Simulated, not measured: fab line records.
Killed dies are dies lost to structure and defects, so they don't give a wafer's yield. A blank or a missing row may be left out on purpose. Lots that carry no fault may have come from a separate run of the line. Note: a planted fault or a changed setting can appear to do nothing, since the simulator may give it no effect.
The tool behind it: which one? | flow rit_cmos | route of 202 steps, sampled at 1 step: 13 lots, 39 wafers

## WHAT THE GAUGES READ, wafer by wafer
RIT_ACTIVE_CD_MEAS_90: target cd 1400 nm. Usual: 1400.1 nm for cd_nm, sd 2.4.
lot  | measured    | on        | cd_nm (nm)           | flag
L857 | day 1 15:53 | cd_sem-02 | 1398.3 1397.8 1396.8 |
L858 | day 1 22:20 | cd_sem-02 | 1396.4 1396.6 1394.2 |
L861 | day 2 11:04 | cd_sem-02 | 1399.8 1398.4 1398.3 |
L863 | day 2 21:10 | cd_sem-02 | 1397.3 1397.2 1400.1 |
L867 | day 3 18:37 | cd_sem-01 | 1401.9 1403.5 1402.8 |
L870 | day 4 08:11 | cd_sem-02 | 1398.0 1396.9 1395.0 |
L871 | day 4 14:44 | cd_sem-02 | 1399.9 1399.4 1400.1 |
L873 | day 4 23:36 | cd_sem-02 | 1403.6 1403.2 1403.2 |
L874 | day 5 05:13 | cd_sem-02 | 1403.3 1403.3 1402.5 |
L876 | day 5 14:13 | cd_sem-02 | 1399.0 1399.1 1399.5 |
L878 | day 6 00:59 | cd_sem-02 | 1399.1 1401.3 1400.6 |
L879 | day 6 05:13 | cd_sem-02 | 1400.6 1400.7 1400.0 |
L880 | day 6 11:02 | cd_sem-02 | 1405.4 1404.1 1402.7 |

## EACH LOT AND THE TOOL THAT RAN IT (in order: tool; ch and the chambers of the sampled wafers; start)
Record: no process step prior to these readings.

## WHAT THE TOOLS THEMSELVES READ (means of the sampled wafers that have a number; where no wafer has one, the mark that the record gives instead)
The record holds no such reading with a usual standard deviation.

## THE ANSWER, worked out from the rows above alone
Rule: a lot is off if the mean of its wafers that have a number lies more than 3 standard deviations from the usual mean. A lot without any number at a reading at which 4 lots or more have one is off too. Any other lot the step has rows for is counted as sound. Order of review: gauges by route order, followed by the tools' own readings, for which a lot's mean as printed above is used. The first step at which some lot is off is used, and at that step the reading that is off furthest; a lot without a number counts as furthest.
None of the lots is off at any reading shown; this tells nothing.

## WHAT THE SIMULATOR HAD PUT IN
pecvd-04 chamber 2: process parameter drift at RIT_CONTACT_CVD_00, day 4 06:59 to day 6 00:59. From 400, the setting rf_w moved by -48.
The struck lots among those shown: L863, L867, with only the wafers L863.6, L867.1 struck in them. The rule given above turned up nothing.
